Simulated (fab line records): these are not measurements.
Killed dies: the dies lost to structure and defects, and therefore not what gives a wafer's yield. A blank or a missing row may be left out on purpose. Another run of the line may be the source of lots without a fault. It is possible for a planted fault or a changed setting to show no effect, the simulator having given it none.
A struck lot beside a sound one || flow rit_cmos || 20 out of 202 route steps
Sound: the wafers L503.1, L503.3, L503.6. Wafers struck: L512.1, L512.2, L512.6. The cause is named last.
Each step with rows lists, per side, the tool, then ch with its chambers, then its first start. Under that, the readings that differ: sound wafers || struck wafers || difference of the means || sigmas: that difference in standard deviations of wafers without a fault.
alike: words and numbers the same on both sides, and readings whose means are apart by under 2 such deviations; not compared: readings that were withheld, readings missing a value for some wafer, numbers with overlapping values and no deviation given by the record, and bounds like >300 which may hide the same value.
Wherever a step has rows on one side only, a row that says differs or no value, or a row with sigmas, the two part there. Numbers that don't overlap but have no deviation are shown without sigmas and don't part them. A reading missing from all wafers of one side parts the sides only when that side holds two or more wafers.

first, 2 steps without rows for these wafers: RIT_NWELL_HARDBAKE_07 (time 120 s); RIT_NWELL_IMPLANT_08.
RIT_NWELL_STRIP_09: strips in O2, time 180 s.
  sound on plasma_asher-04 ch 1, day 2 13:23; struck on plasma_asher-02 ch 0,1, day 4 11:59
  alike: drypump_motor_current_A
  not compared: rf_hours_counter_h
RIT_NWELL_TW_MEAS_10:
  struck on film_metro-01, day 4 12:10; sound on film_metro-04, day 2 13:34
  alike: NWELL_TW
then, 6 steps without rows for these wafers: RIT_PWELL_HMDS_00 (prime time 60 s); RIT_PWELL_COAT_01 (resist thk 1300 nm); RIT_PWELL_SOFTBAKE_02 (time 60 s); RIT_PWELL_EXPOSE_03 (exposes mask M3, target cd 43700 nm); RIT_PWELL_PEB_04; RIT_PWELL_DEVELOP_05 (develop time 68 s).
RIT_PWELL_OVL_MEAS_06:
  struck on overlay-01, day 4 13:15; sound on overlay-01, day 2 14:31
{"reading": "PWELL_OVL (nm)", "sound": "2.7 2.7 2.0", "struck": "0.5 -1.2 -1.6", "difference": -3.2, "sigmas": -2}
then, 1 step without rows for these wafers: RIT_PWELL_HARDBAKE_07 (time 120 s).
RIT_PWELL_IMPLANT_08:
  sound on implanter-01 ch 0, day 2 14:47; struck on implanter-03 ch 0, day 4 13:38
{"reading": "dose_ions_cm2", "sound": "7e+13 7.015e+13 7.001e+13", "struck": "1.1885e+14 1.1885e+14 1.1895e+14", "difference": "+4.8830e+13", "sigmas": "+99 or more"}
{"reading": "faraday_current_uA", "sound": "219 225 217", "struck": "366 384 375", "difference": "+155", "sigmas": "+34"}
  alike: tilt_deg
RIT_PWELL_STRIP_09: strips in O2, time 180 s.
  sound on plasma_asher-04 ch 0,1, day 2 14:56; struck on plasma_asher-04 ch 0,1, day 4 13:47
  alike: drypump_motor_current_A
  not compared: rf_hours_counter_h
RIT_PWELL_TW_MEAS_10:
  struck on film_metro-04, day 4 13:58; sound on film_metro-04, day 2 15:07
{"reading": "PWELL_TW", "sound": "940 941 943", "struck": "1113 1113 1111", "difference": "+171", "sigmas": "+31"}
then, 1 step without rows for these wafers: RIT_WELLDRIVE_ANNEAL_00 (time 14700 s).
RIT_WELLDRIVE_RS_MEAS_01: the measuring method here is four-point-probe.
  struck on film_metro-04, day 4 20:01; sound on film_metro-01, day 2 21:13
  alike: NWELL_RS
RIT_WELLDRIVE_RS_MEAS_02: the measuring method here is four-point-probe.
  struck on film_metro-04, day 4 20:08; sound on film_metro-01, day 2 21:20
{"reading": "PWELL_RS (ohm/sq)", "sound": "428.3 427.9 428.5", "struck": "309.3 309.2 309.4", "difference": -118.9, "sigmas": -79}
then, 1 step without rows for these wafers: RIT_NRETRO_HMDS_00 (prime time 60 s).
RIT_M1_PROBE_99:
  struck on prober-01, day 6 02:45; sound on prober-02, day 4 06:42
{"reading": "model.etest.nmos_0p3.r_on_ohm_um", "sound": "2103 2120 2127", "struck": "2762 2774 2811", "difference": "+666", "sigmas": ""}
{"reading": "model.etest.nmos_0p15.r_on_ohm_um", "sound": "1069 1125 1114", "struck": "1381 1378 1393", "difference": "+281", "sigmas": ""}
{"reading": "model.etest.pwell_pinched.rs_ohm_sq", "sound": "446.8 454.1 452.1", "struck": "329.2 329.5 328.2", "difference": -122.0, "sigmas": ""}
{"reading": "model.etest.nmos_turned.drive_ua_um", "sound": "324.5 327.5 321.5", "struck": "195.6 200.2 190.8", "difference": -129.0, "sigmas": ""}
{"reading": "model.etest.nmos_0p15.drive_ua_um", "sound": "474.2 478.2 467.7", "struck": "326.9 328.3 325.2", "difference": -146.6, "sigmas": ""}
{"reading": "model.etest.pwell.rs_ohm_sq", "sound": "413.1 408.6 413.9", "struck": "300.3 300.4 298.9", "difference": -112.0, "sigmas": ""}
{"reading": "model.etest.nmos_narrow.drive_ua_um", "sound": "232.9 234.3 229.7", "struck": "139.9 140.8 143.3", "difference": -91.0, "sigmas": ""}
{"reading": "model.etest.nmos_0p3.drive_ua_um", "sound": "230 234.9 228.5", "struck": "144.4 143.5 144.2", "difference": -87.1, "sigmas": ""}
  alike: killed_at_front_end, killed_dies, killed_open, killed_short

## WHERE THEY PART
Earliest at RIT_PWELL_OVL_MEAS_06; latest, in this record, at RIT_WELLDRIVE_RS_MEAS_02. Later steps at which nothing parts them and some readings are alike: RIT_M1_PROBE_99.

WHY: what the simulator had put in
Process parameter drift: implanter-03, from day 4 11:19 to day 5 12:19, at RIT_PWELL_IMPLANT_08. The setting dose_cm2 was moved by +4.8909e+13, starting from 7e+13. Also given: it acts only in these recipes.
